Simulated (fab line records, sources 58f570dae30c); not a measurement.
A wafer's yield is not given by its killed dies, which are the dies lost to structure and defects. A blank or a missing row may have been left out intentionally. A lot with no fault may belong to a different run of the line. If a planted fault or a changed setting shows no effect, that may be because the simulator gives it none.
One fault through the eyes of 2 desks    flow berkeley cmos170    only its own numbers are on each desk; what lay behind them is given at the end

## FOR THE TOOL OWNER'S DESK: lpcvd-01
The tool's own readings at UCB170_PWELL_CVD_05 (deposits Si3N4 from SiH2Cl2/NH3, target thk 220 nm, time 3300 s): means of the sampled wafers that have a number, for each lot that ran on this tool. Marked OUT: a lot whose mean sits more than 4 standard deviations from the usual mean, which makes it out of limits; the brackets give that distance.
Columns: A = nh3 flow sccm at UCB170_PWELL_CVD_05, usual 75.00 sccm; B = pressure mtorr at UCB170_PWELL_CVD_05, usual 200.1 mTorr; C = sih2cl2 flow sccm at UCB170_PWELL_CVD_05, usual 24.99 sccm
lot   first seen here  A      B      C
L677  day 3 05:58      74.91  199.9  24.94
L681  day 4 03:07      75.02  200.6  25.01
L684  day 4 21:03      75.23  200.1  24.92
L685  day 5 03:52      75.17  200.0  24.97
L697  day 7 21:44      74.83  200.0  25.00
Result from this desk: across the 5 lots, nothing is out of limits.

## FROM THE METROLOGY DESK
What the gauges read for every lot (on any tool): the sampled wafers with a number, averaged. Marked OUT: a lot whose mean sits more than 4 standard deviations from the usual mean, which makes it out of limits; the brackets give that distance.
Columns: A = START_OXIDE_THK at UCB170_START_THK_MEAS_03, usual 20.2 nm; B = PLDD_OVL at UCB170_PLDD_OVL_MEAS_07, usual 0 nm; C = PSD_RS at UCB170_SDANNEAL_RS_MEAS_02, usual 75.4 ohm/sq
lot   first seen here  A     B   C
L675  day 1 19:36      20.4  -6  75.5
L676  day 2 01:15      19.5  2   75.4
L677  day 2 04:05      19.9  2   75.8
L678  day 2 10:13      20.8  5   75.8
L681  day 3 00:41      19.9  -6  75.4
L682  day 3 06:20      20.1  -3  75.7
L683  day 3 10:16      20.6  -3  75.0
L684  day 3 15:49      20.4  -5  75.4
L685  day 3 22:29      20.2  1   75.4
L693  day 5 13:15      20.8  -   -
L694  day 5 19:03      19.8  -   -
L695  day 5 23:14      20.2  3   75.0
L696  day 6 05:06      20.3  6   75.4
L697  day 6 08:27      20.5  -0  75.9
Result from this desk: across the 14 lots, nothing is out of limits.

## PUT TOGETHER
The desk of the tool owner found nothing out of limits.
Metrology desk: nothing out of limits seen.

## WHAT WAS PUT IN BY THE SIMULATOR
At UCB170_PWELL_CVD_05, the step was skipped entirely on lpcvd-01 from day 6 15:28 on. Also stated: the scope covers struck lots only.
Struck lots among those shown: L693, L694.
